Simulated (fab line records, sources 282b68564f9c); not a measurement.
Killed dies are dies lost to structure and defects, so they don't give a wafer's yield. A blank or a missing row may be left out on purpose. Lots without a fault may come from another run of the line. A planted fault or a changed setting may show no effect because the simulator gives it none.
Which tool did it? | flow rit_cmos | 7 lots, 21 wafers sampled, at 2 steps of a route of 202

WHAT THE GAUGES READ, wafer by wafer
RIT_ACTIVE_THK_MEAS_04.
lot  | measured    | on            | ACTIVE_NITRIDE_THK (nm)
L851 | day 2 04:32 | film_metro-01 | 151.9 151.5 151.1
L854 | day 2 21:13 | film_metro-02 | 297.9 298.6 298.5
L857 | day 3 11:19 | film_metro-02 | 149.5 149.7 149.4
L864 | day 4 21:32 | film_metro-04 | 151.9 151.4 150.5
L866 | day 5 08:55 | film_metro-01 | 148.4 149.8 148.8
L869 | day 5 23:14 | film_metro-01 | 147.8 148.2 147.8
L871 | day 6 08:43 | film_metro-01 | 150.6 149.7 149.5

WHICH TOOL RAN EACH LOT (tool, then ch and the chambers of the sampled wafers, then the start)
lot  | RIT_ACTIVE_CVD_03
L851 | lpcvd-02 ch 0, day 2 03:07
L854 | lpcvd-01 ch 1, day 2 18:07
L857 | lpcvd-02 ch 1, day 3 09:54
L864 | lpcvd-02 ch 0, day 4 20:07
L866 | lpcvd-01 ch 1, day 5 06:46
L869 | lpcvd-02 ch 0, day 5 21:07
L871 | lpcvd-01 ch 0, day 6 07:17
- RIT_ACTIVE_CVD_03: deposits Si3N4 from SiH2Cl2/NH3, target thk 150 nm, time 1500 s.

THE ANSWER, worked out from the rows above alone
Rule: what is usual is taken from the lots themselves. Put in order of their means at a reading, lots are off if they are a third of the lots or fewer, leave a main group of 4 or more, and stand apart from it by a gap of 3 or more times the standard deviation of the main group's means; of several such gaps the widest counts. A main group whose means are all the same, to the digits that the tables above print for the reading, isn't used. A lot without any number at a reading at which 4 lots or more have one is off too. The other lots that the step has rows for count as sound.
Off: L854, at RIT_ACTIVE_THK_MEAS_04 (ACTIVE_NITRIDE_THK). The main group: mean 149.9 nm, standard deviation 1.2.
A tool fits if, at a process step before that reading, it ran every lot that is off, and no sound lot after the first of them. The gauges at RIT_ACTIVE_THK_MEAS_04 are tried like those tools. None of those tried fits.

WHAT THE SIMULATOR HAD PUT IN
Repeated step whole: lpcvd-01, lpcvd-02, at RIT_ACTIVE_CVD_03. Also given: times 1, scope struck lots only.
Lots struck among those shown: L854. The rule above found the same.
